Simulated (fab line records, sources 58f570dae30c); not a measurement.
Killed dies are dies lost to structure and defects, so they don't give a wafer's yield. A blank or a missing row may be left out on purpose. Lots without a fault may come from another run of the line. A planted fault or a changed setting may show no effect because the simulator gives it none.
fab line records | flow berkeley_cmos170
record lots=14 wafers=42 last_day=13
route steps=331 shown NWELL@25 PFIELD@87 M2@286
lots that met no fault: from a run of the same line without faults
start_h: hours from the record's first day to the start of the lot's first wafer shown | wait_h: hours since the lot's step before | " the same as in the row above | L1.1+2: a row that stands for several wafers | - no value, or no start given | * or withheld: withheld | < > ~ a bound
route shown NAME@n: a module of which the file shows steps, and the number in the route of the first | usual: mean/standard deviation of fault-free wafers | same: alike in all rows | chamber/n: place in a boat | sites: the reading at each site | _std_site: their standard deviation | _edge_site: outer sites' mean less inner sites' | radius_mm: how far each site lies from the wafer's centre | mask NAME#n: copy n | behind: the tool/chamber that last shaped the wafer | hold: why the lot was held/for how many hours/how that ended | device: the transistor (n, p or np) that didn't switch | end of line: the same wafers' tests at the end of the route | a step without rows: its recipe alone | killed: dies lost to structure and defects at the first sort, not the wafer's yield | map: a wafer's dies, x killed, . not, _ none there
set.NAME: the setting as run; set.NAME@STEP: as run at that earlier step | model.NAME: the simulator's own value behind a step, which no gauge read
steps of the route over a sample of lots; a table a step, a row a wafer
services: from which hour (start_h, from the record's first day; less than 0 if before it) a tool's chamber was out of use, for how many hours, and why
## steps
# step UCB170_NWELL_DEVELOP_11
# recipe developer=TMAH develop_time_s=45 resist=KrF dev_temp_c=21
# usual chill_plate_temp_C=23.00/0.097 develop_time_s=45/0
# columns lot.wafer tool chamber start_h wait_h chill_plate_temp_C develop_time_s
L604.1 litho_track-03 0 40 - 23.07 45
L604.3 " 0 " " 23.00 45
L604.4 " 0 " " 23.09 45
L606.3 litho_track-03 0 47 - 22.94 45
L606.4 " 0 " " 23.05 45
L606.5 " 0 " " 23.10 45
L609.2 litho_track-03 0 72 - 22.92 45
L609.5 " 0 " " 22.85 45
L609.6 " 0 " " 23.06 45
L610.4 litho_track-03 0 73 - 23.08 45
L610.5 " 0 " " 23.11 45
L610.6 " 0 " " 23.02 45
L611.2 litho_track-01 0 81 - 23.08 45
L611.5 " 0 " " 22.98 45
L611.6 " 0 " " 23.24 45
L612.1 litho_track-02 - 93 - - -
L612.2 " - " " - -
L612.3 " - " " - -
L617.1 litho_track-03 - 104 - - -
L617.2 " - " " - -
L617.4 " - " " - -
L620.1 litho_track-02 0 122 - 22.90 45
L620.3 " 0 " " 22.96 45
L620.4 " 0 " " 22.92 45
L621.3 litho_track-03 0 124 - 23.21 45
L621.4 " 0 125 - 23.13 45
L621.6 " 0 " " 23.07 45
L623.2 litho_track-03 0 135 - 22.81 45
L623.4 " 0 " " 22.96 45
L623.5 " 0 " " 22.81 45
L622.2 litho_track-01 0 135 - 22.93 45
L622.3 " 0 " " 22.78 45
L622.5 " 0 " " 22.93 45
L624.1 litho_track-01 0 141 - 22.93 45
L624.2 " 0 " " 22.93 45
L624.3 " 0 " " 22.97 45
L625.1 litho_track-02 0 146 - 22.88 45
L625.3 " 0 " " 22.94 45
L625.4 " 0 " " 22.92 45
L626.1 litho_track-01 0 153 - 22.86 45
L626.2 " 0 " " 23.01 45
L626.6 " 0 " " 22.93 45
# step UCB170_NWELL_OVL_MEAS_12
# usual NWELL_OVL=0/5.1
# columns lot.wafer tool chamber start_h wait_h NWELL_OVL[nm]
L604.1 overlay-02 - 40.65 - 4
L604.3 " - " " 1
L604.4 " - " " 15
L606.3 overlay-01 - 47.61 - 1
L606.4 " - " " 9
L606.5 " - " " 6
L609.2 overlay-02 - 72.95 - -2
L609.5 " - " " 5
L609.6 " - " " -9
L610.4 overlay-01 - 73.23 - -3
L610.5 " - " " -7
L610.6 " - " " -3
L611.2 overlay-01 - 81.29 - 5
L611.5 " - " " -5
L611.6 " - " " 5
L612.1 overlay-02 - 93.56 - -
L612.2 " - " " -
L612.3 " - " " -
L617.1 overlay-01 - 104.24 - -
L617.2 " - " " -
L617.4 " - " " -
L620.1 overlay-02 - 122.30 - -4
L620.3 " - " " 1
L620.4 " - " " -4
L621.3 overlay-02 - 125.08 - 1
L621.4 " - " " 0
L621.6 " - " " 4
L623.2 overlay-01 - 135.18 - -2
L623.4 " - " " -7
L623.5 " - " " 3
L622.2 overlay-01 - 135.75 - -3
L622.3 " - " " -1
L622.5 " - " " -4
L624.1 overlay-01 - 141.22 - -4
L624.2 " - " " -5
L624.3 " - " " -12
L625.1 overlay-02 - 146.27 - -7
L625.3 " - " " -3
L625.4 " - " " 0
L626.1 overlay-01 - 153.72 - 5
L626.2 " - " " 8
L626.6 " - " " 4
# step UCB170_PFIELD_STRIP_08
# recipe chemistry=O2 power_w=400 pressure_mtorr=3500 platen_temp_c=withheld o2_flow_sccm=400 overash_fraction=0.5
# usual drypump_motor_current_A=5.7/0.51 oes_product_au=0.734/0.0044 strip_time_to_endpoint_s=21.63/0.057
# columns lot.wafer tool chamber start_h wait_h drypump_motor_current_A oes_product_au rf_hours_counter_h strip_time_to_endpoint_s
L606.3 plasma_asher-02 0 103.82 0.1 5.2 0.738 - 21.68
L606.4 " 1 " " 6.6 0.732 - 21.67
L606.5 " 1 " " 6.5 0.729 - 21.61
L604.1 plasma_asher-03 0 104.10 0.1 5.4 0.735 25 21.61
L604.3 " 0 " " 5.4 0.735 - 21.68
L604.4 " 1 " " 5.6 0.739 - 21.62
L610.4 plasma_asher-04 0 133.89 0.1 5.4 0.729 - 21.64
L610.5 " 0 " " 5.4 0.740 - 21.62
L610.6 " 1 " " 5.6 0.736 - 21.66
L611.2 plasma_asher-02 0 134.58 0.1 5.2 0.729 41 21.67
L611.5 " 0 " " 5.2 0.737 - 21.67
L611.6 " 1 " " 6.6 0.728 - 21.59
L609.2 plasma_asher-04 1 134.86 0.1 5.6 0.724 2 21.55
L609.5 " 1 " " 5.6 0.734 - 21.42
L609.6 " 0 " " 5.4 0.735 - 21.50
L620.1 plasma_asher-02 1 176.88 0.1 6.6 0.728 49 21.62
L620.3 " 1 " " 6.6 0.737 - 21.60
L620.4 " 0 " " 5.2 0.735 - 21.61
L621.3 plasma_asher-02 0 185.34 0.1 5.2 0.731 - 21.59
L621.4 " 1 " " 6.5 0.736 - 21.60
L621.6 " 1 " " 6.6 0.738 - 21.68
L625.1 plasma_asher-02 0 199.24 0.1 5.2 0.731 52 21.57
L625.3 " 0 " " 5.2 0.741 - 21.63
L625.4 " 1 " " 6.6 0.744 - 21.66
L623.2 plasma_asher-03 0 200.69 0.1 5.4 0.732 36 21.70
L623.4 " 0 " " 5.4 0.738 - 21.65
L623.5 " 0 " " 5.4 0.729 - 21.70
L624.1 plasma_asher-02 1 200.78 0.1 6.6 0.739 52 21.57
L624.2 " 0 " " 5.2 0.734 52 21.61
L624.3 " 1 " " 6.6 0.739 - 21.61
L622.2 plasma_asher-03 0 200.97 0.1 5.4 0.723 36 21.65
L622.3 " 1 " " 5.6 0.737 - 21.66
L622.5 " 0 " " 5.4 0.735 - 21.69
L626.1 plasma_asher-02 1 215.48 0.1 6.6 0.735 54 21.66
L626.2 " 0 " " 5.2 0.734 54 21.70
L626.6 " 0 " " 5.2 0.729 - 21.65
# step UCB170_M2_CD_MEAS_15
# recipe target_cd_nm=700
# usual cd_nm=699.9/1.5
# columns lot.wafer tool chamber start_h wait_h cd_nm
L606.3 cd_sem-01 - 189.05 - 700.5
L606.4 " - " " 700.8
L606.5 " - " " 700.6
L604.1 cd_sem-02 - 189.29 - 700.6
L604.3 " - " " 700.4
L604.4 " - " " 700.2
L609.2 cd_sem-01 - 224.57 - 698.5
L609.5 " - " " 698.4
L609.6 " - " " 698.3
L611.2 cd_sem-02 - 226.89 - 699.8
L611.5 " - " " 700.1
L611.6 " - " " 700.8
L610.4 cd_sem-02 - 227.20 - 695.8
L610.5 " - " " 696.4
L610.6 " - " " 695.3
L620.1 cd_sem-02 - 269.58 - 698.4
L620.3 " - " " 697.4
L620.4 " - " " 698.1
L621.3 cd_sem-01 - 279.20 - 698.6
L621.4 " - " " 696.3
L621.6 " - " " 697.2
L624.1 cd_sem-02 - 296.97 - 701.2
L624.2 " - " " 702.6
L624.3 " - " " 700.6
L625.1 cd_sem-02 - 299.14 - 700.6
L625.3 " - " " 701.6
L625.4 " - " " 700.8
L622.2 cd_sem-01 - 300.14 - 702.0
L622.3 " - " " 701.1
L622.5 " - " " 701.3
L623.2 cd_sem-01 - 303.96 - 699.5
L623.4 " - " " 698.7
L623.5 " - " " 699.5
L626.1 cd_sem-02 - 306.62 - 700.2
L626.2 " - " " 699.2
L626.6 " - " " 701.6
## services
# columns tool chamber start_h hours kind
plasma_asher-03 - 20.15 2.0 repair
plasma_asher-03 - 82.55 4.3 pm
plasma_asher-02 - 87.91 1.6 repair
plasma_asher-03 - 90.33 4.0 repair
plasma_asher-04 - 108.75 9.0 pm
plasma_asher-04 0 108.75 9.0 vent_cycle
plasma_asher-04 1 108.75 9.0 vent_cycle
plasma_asher-04 0 117.75 - clean
plasma_asher-04 1 117.75 - clean
plasma_asher-04 - 138.98 13.3 repair
plasma_asher-04 - 147.03 67.9 repair
plasma_asher-03 - 163.89 3.9 repair
plasma_asher-03 - 172.70 7.9 repair
plasma_asher-04 - 199.70 1.4 repair
litho_track-01 - 209.79 - consumable_replace:filter
## key
first_sign step=UCB170_NWELL_DEVELOP_11 reading=tool_record direction=missing
effect none on later readings
met_at UCB170_NWELL_DEVELOP_11
struck_lots L612,L617
later_rows_left_out L612.1,L612.2,L612.3,L617.1,L617.2,L617.4
sort_left_out L612.1,L612.2,L612.3,L617.1,L617.2,L617.4
tester_left_out L612,L617
not_acting_at UCB170_NWELL_OVL_MEAS_12,UCB170_PFIELD_STRIP_08,UCB170_M2_CD_MEAS_15
fault kind=skipped_step_whole tool=litho_track-02,litho_track-03 chamber=- onset_h=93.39 steps=UCB170_NWELL_DEVELOP_11 scope=struck_lots_only
# tester_left_out: of these lots the tester's yield and bins aren't shown, on N5 and GAA mostly nor the transistor test; their killed dies are dies lost to structure and defects alone, not to doping, threshold or leakage, so they don't give the yield
# sort_left_out: the simulated sort isn't trusted on such a fault, so these wafers' sort isn't shown, and their yield isn't known
# later_rows_left_out: the simulator's readings of these wafers behind a module that went badly wrong aren't trusted and aren't shown, but for the sort
